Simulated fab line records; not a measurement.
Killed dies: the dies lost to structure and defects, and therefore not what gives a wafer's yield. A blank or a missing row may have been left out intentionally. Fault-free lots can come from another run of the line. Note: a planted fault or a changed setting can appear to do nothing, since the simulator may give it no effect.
One fault through the eyes of 2 desks || flow rit_cmos || each desk holds nothing but its own numbers, with what lay behind them at the end

FROM THE METROLOGY DESK
What the gauges read for every lot (on any tool): the sampled wafers with a number, averaged. If a lot's mean is further than 4 standard deviations from the usual mean, the lot is out of limits and carries the mark OUT (the distance appears in the brackets).
Columns: A = NRETRO_OVL at RIT_NRETRO_OVL_MEAS_06, usual -0.9 nm; B = NRETRO_TW at RIT_NRETRO_TW_MEAS_10, usual 1056; C = PRETRO_OVL at RIT_PRETRO_OVL_MEAS_06, usual -0.3 nm
{"lot": "L930", "first seen here": "day 2 10:46", "A": -1.3, "B": 1047, "C": -0.4}
{"lot": "L937", "first seen here": "day 3 20:48", "A": -0.7, "B": 1064, "C": -1.5}
{"lot": "L941", "first seen here": "day 4 17:07", "A": -2.3, "B": 1053, "C": -0.0}
{"lot": "L949", "first seen here": "day 6 09:10", "A": -1.4, "B": 1060, "C": 0.5}
{"lot": "L951", "first seen here": "day 6 18:48", "A": -3.0, "B": 1061, "C": -1.1}
{"lot": "L952", "first seen here": "day 7 00:14", "A": -0.7, "B": 1056, "C": -1.6}
This desk's verdict: no lot among the 6 shows anything out of limits.

FOR THE TOOL OWNER'S DESK: litho_track-02
The tool's own readings at RIT_PRETRO_COAT_01 (resist thk 1300 nm): means of the sampled wafers that have a number, for each lot that ran on this tool. If a lot's mean is further than 4 standard deviations from the usual mean, the lot is out of limits and carries the mark OUT (the distance appears in the brackets).
Columns: A = dispense_pressure_kPa at RIT_PRETRO_COAT_01, usual 51 kPa; B = resist_line_temp_C at RIT_PRETRO_COAT_01, usual 23.01 C; C = spin_speed_rpm at RIT_PRETRO_COAT_01, usual 2000.0 rpm
{"lot": "L941", "first seen here": "day 4 17:58", "A": 49, "B": 23.07, "C": 1998.9}
{"lot": "L949", "first seen here": "day 6 10:02", "A": 49, "B": 23.02, "C": "1966.3 (-26) OUT"}
{"lot": "L951", "first seen here": "day 6 19:37", "A": 49, "B": 22.93, "C": "1967.4 (-25) OUT"}
This desk's verdict: out of limits on L949, L951, starting with L949 at day 6 10:02 (spin_speed_rpm at RIT_PRETRO_COAT_01). In limits: L941.

ALL TOGETHER
The tool owner's desk could have raised an alarm at day 6 10:02, on L949, L951.
Metrology desk: nothing out of limits seen.
The metrology desk has L949, L951 on record, within its limits.
All the named lots went through RIT_PRETRO_COAT_01 on litho_track-02.

WHAT HAD BEEN PUT IN BY THE SIMULATOR
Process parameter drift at RIT_PRETRO_COAT_01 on litho_track-02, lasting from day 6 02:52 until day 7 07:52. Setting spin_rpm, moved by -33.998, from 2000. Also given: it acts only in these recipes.
Lots struck among those shown: L949, L951.
Delay in hours, fault start to first out-of-limits reading, by desk: the tool owner's desk at 7.
